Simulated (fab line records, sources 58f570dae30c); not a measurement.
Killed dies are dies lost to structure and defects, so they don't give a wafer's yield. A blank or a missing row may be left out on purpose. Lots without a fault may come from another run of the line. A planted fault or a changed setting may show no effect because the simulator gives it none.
One fault seen from 2 desks | flow berkeley_cmos170 | each desk has only its own numbers; what lay behind them comes last

THE TOOL OWNER'S DESK: litho_track-02
The tool's own readings at UCB170_NSD_COAT_01 (resist thk 900 nm): means of the sampled wafers that have a number, for each lot that ran on this tool. A lot is out of limits, marked OUT, if its mean lies more than 4 standard deviations from the usual mean; the brackets give that distance.
Columns: A = spin_speed_rpm at UCB170_NSD_COAT_01, usual 1500.0 rpm
lot  | first seen here | A
L514 | day 8 01:34     | 1500.3
L519 | day 8 14:43     | 1499.9
L521 | day 9 08:37     | 1499.0
L525 | day 10 03:29    | 1499.8
L532 | day 10 21:07    | 1349.8 (-99 or more) OUT
L534 | day 11 13:55    | 1348.6 (-99 or more) OUT
This desk's finding: out of limits on L532, L534; first on L532, day 10 21:07 (spin_speed_rpm at UCB170_NSD_COAT_01). In limits: L514, L519, L521, L525.

THE METROLOGY DESK
What the gauges read, lot by lot, whatever tool the lot ran on: means of the sampled wafers that have a number. A lot is out of limits, marked OUT, if its mean lies more than 4 standard deviations from the usual mean; the brackets give that distance.
Columns: A = cd_nm at UCB170_NSD_CD_MEAS_06, usual 1200.7 nm
lot  | first seen here | A
L513 | day 8 02:14     | 1201.3
L514 | day 8 02:31     | 1200.2
L519 | day 8 15:39     | 1201.7
L518 | day 8 16:01     | 1201.4
L522 | day 9 09:29     | 1199.7
L520 | day 9 09:38     | 1202.6
L521 | day 9 09:46     | 1201.5
L525 | day 10 04:58    | 1199.2
L527 | day 10 15:32    | 1202.1
L532 | day 10 22:23    | 1199.1
L534 | day 11 15:12    | 1195.1 (-4.0) OUT
L533 | day 11 15:19    | 1203.1
L535 | day 12 04:10    | 1201.1
L536 | day 12 04:25    | 1201.1
This desk's finding: out of limits on L534; first on L534, day 11 15:12 (cd_nm at UCB170_NSD_CD_MEAS_06). In limits: L513, L514, L519, L518, L522, L520, L521, L525, L527, L532, L533, L535, L536.

PUT TOGETHER
The tool owner's desk could have raised an alarm at day 10 21:07, on L532, L534.
The metrology desk could have raised an alarm at day 11 15:12, on L534.
The metrology desk has L532 on record, within its limits.
Of the lots named, all ran UCB170_NSD_COAT_01 on litho_track-02.

WHAT THE SIMULATOR HAD PUT IN
Process parameter drift: litho_track-02, from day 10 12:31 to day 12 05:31, at UCB170_NSD_COAT_01. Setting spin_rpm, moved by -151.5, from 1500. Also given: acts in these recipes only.
Lots struck among those shown: L532, L534.
Hours from the fault's start to each desk's first reading out of limits: the tool owner's desk, 9; the metrology desk, 27.
